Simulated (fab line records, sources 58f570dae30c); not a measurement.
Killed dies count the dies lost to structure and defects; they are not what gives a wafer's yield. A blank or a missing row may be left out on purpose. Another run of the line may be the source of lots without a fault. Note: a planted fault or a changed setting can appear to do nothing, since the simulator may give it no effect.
Lot-split experiment + flow berkeleyCmos170 + 23 wafers read across 5 lots, on a route 331 steps long

## ON THE SPLIT
At UCB170_M2_SPUTTER_01 (material Al, target thk 900 nm, time 120 s), the setting powerW was moved away from the recipe's 6000 W on 11 of the 23 wafers read, by -7.9% to +11.8%. For the rest of the wafers, this setting stayed at what the recipe calls for.

## FROM THE SPLIT TO THE READING: what the file shows between them, 1 step
- UCB170_M2_RS_MEAS_02: measures by four-point-probe

## THE READING
M2_AL_THK, in nm, at UCB170_M2_THK_MEAS_03 (measures by xrf). Typical for fault-free wafers on this fab line: 918 nm, with standard deviation 13 nm.

| wafer  | tool, chamber at the split | powerW as run, W | against the recipe | M2_AL_THK, nm | against lot-mates on the recipe |
|--------|----------------------------|------------------|--------------------|---------------|---------------------------------|
| L075.1 | pvdSputter-02, -           | 5528             | -7.9%              | 845           | -72                             |
| L075.2 | pvdSputter-02, -           | 5528             | -7.9%              | 843           | -74                             |
| L075.3 | pvdSputter-02, -           | 5528             | -7.9%              | 861           | -56                             |
| L075.5 | pvdSputter-02, -           | 6000             | recipe             | 922           | -                               |
| L075.6 | pvdSputter-02, -           | 6000             | recipe             | 911           | -                               |
| L077.2 | pvdSputter-03, -           | 6424             | +7.1%              | 966           | +63                             |
| L077.3 | pvdSputter-03, -           | 6424             | +7.1%              | 979           | +76                             |
| L077.4 | pvdSputter-03, -           | 6000             | recipe             | 902           | -                               |
| L077.5 | pvdSputter-03, -           | 6000             | recipe             | 911           | -                               |
| L077.6 | pvdSputter-03, -           | 6000             | recipe             | 895           | -                               |
| L079.1 | pvdSputter-01, -           | 5794             | -3.4%              | 865           | -40                             |
| L079.2 | pvdSputter-01, -           | 5794             | -3.4%              | 870           | -35                             |
| L079.3 | pvdSputter-01, -           | 6000             | recipe             | 905           | -                               |
| L079.5 | pvdSputter-01, -           | 5794             | -3.4%              | 867           | -38                             |
| L079.6 | pvdSputter-01, -           | 6000             | recipe             | 905           | -                               |
| L076.1 | pvdSputter-03, -           | 6708             | +11.8%             | 1028          | +110                            |
| L076.3 | pvdSputter-03, -           | 6708             | +11.8%             | 1030          | +112                            |
| L076.4 | pvdSputter-03, -           | 6000             | recipe             | 922           | -                               |
| L076.5 | pvdSputter-03, -           | 6000             | recipe             | 914           | -                               |
| L076.6 | pvdSputter-03, -           | 6708             | +11.8%             | 1024          | +106                            |
| L084.1 | pvdSputter-02, -           | 6000             | recipe             | 943           | -                               |
| L084.3 | pvdSputter-02, -           | 6000             | recipe             | 932           | -                               |
| L084.6 | pvdSputter-02, -           | 6000             | recipe             | 939           | -                               |

THE FIT
A straight line over all 23 wafers: M2_AL_THK changes by +9.25 nm for each +1% of powerW; r = +0.97; the points scatter about the line by 14 nm.
The same after taking each lot's own level away (the mean of its wafers on the recipe; 23 wafers): +9.23 nm for each +1%; r = +0.99; scatter 6.3 nm.
That fit puts the effect of the largest move of powerW on the reading at 1.1e+02 nm.
The lots' own levels span 902.7 to 938.0 nm, that is 2.7 times the standard deviation above.
So the lot-to-lot level changes the slope little: the two slopes agree.
Check: for one of the wafers moved furthest among these (+11.8%), held out of the fit, the line's prediction against its lot-mates is +109 nm. Against them it came out at +110 nm.

## THE OTHER SPLITS THESE WAFERS WENT THROUGH
Before the reading, these wafers also passed through other splits. Each is held against what the fit with the lots' levels taken away leaves over:
| other split on the same wafers    | wafers away from the commonest value | r with M2_AL_THK (lot level and that fit taken away) |
|-----------------------------------|--------------------------------------|------------------------------------------------------|
| UCB170_NSD_IMPLANT_08 doseCm2     | 7                                    | -0.25                                                |
| UCB170_SILICIDE_SPUTTER_01 powerW | 5                                    | +0.03                                                |
| UCB170_M1_SPUTTER_00 powerW       | 8                                    | -0.04                                                |
| UCB170_M1_METAL_ETCH_12 timeS     | 8                                    | -0.32                                                |
| UCB170_V1_ETCH_14 timeS           | 11                                   | -0.10                                                |

## THE WHOLE CHAIN: every reading that the file lists as answering this split, in the file's order
| step                  | what it does                               | reading                                                                    | change (the file's fit)               | r (the file's) |
|-----------------------|--------------------------------------------|----------------------------------------------------------------------------|---------------------------------------|----------------|
| UCB170_M2_SPUTTER_01  | material Al, target thk 900 nm, time 120 s | Al_of_M2_SPUTTER_01.thkNm (the simulator's own value, which no gauge read) | +8.79 nm for each +1% of the setting  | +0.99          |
| UCB170_M2_RS_MEAS_02  | measures by four-point-probe               | M2_AL_RS                                                                   | -0.000306 for each +1% of the setting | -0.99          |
| UCB170_M2_THK_MEAS_03 | measures by xrf                            | M2_AL_THK                                                                  | +9.28 for each +1% of the setting     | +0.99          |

## THE FILE'S OWN FIT
M2_AL_THK changes by +9.28 nm for each +1% of powerW, r = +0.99.
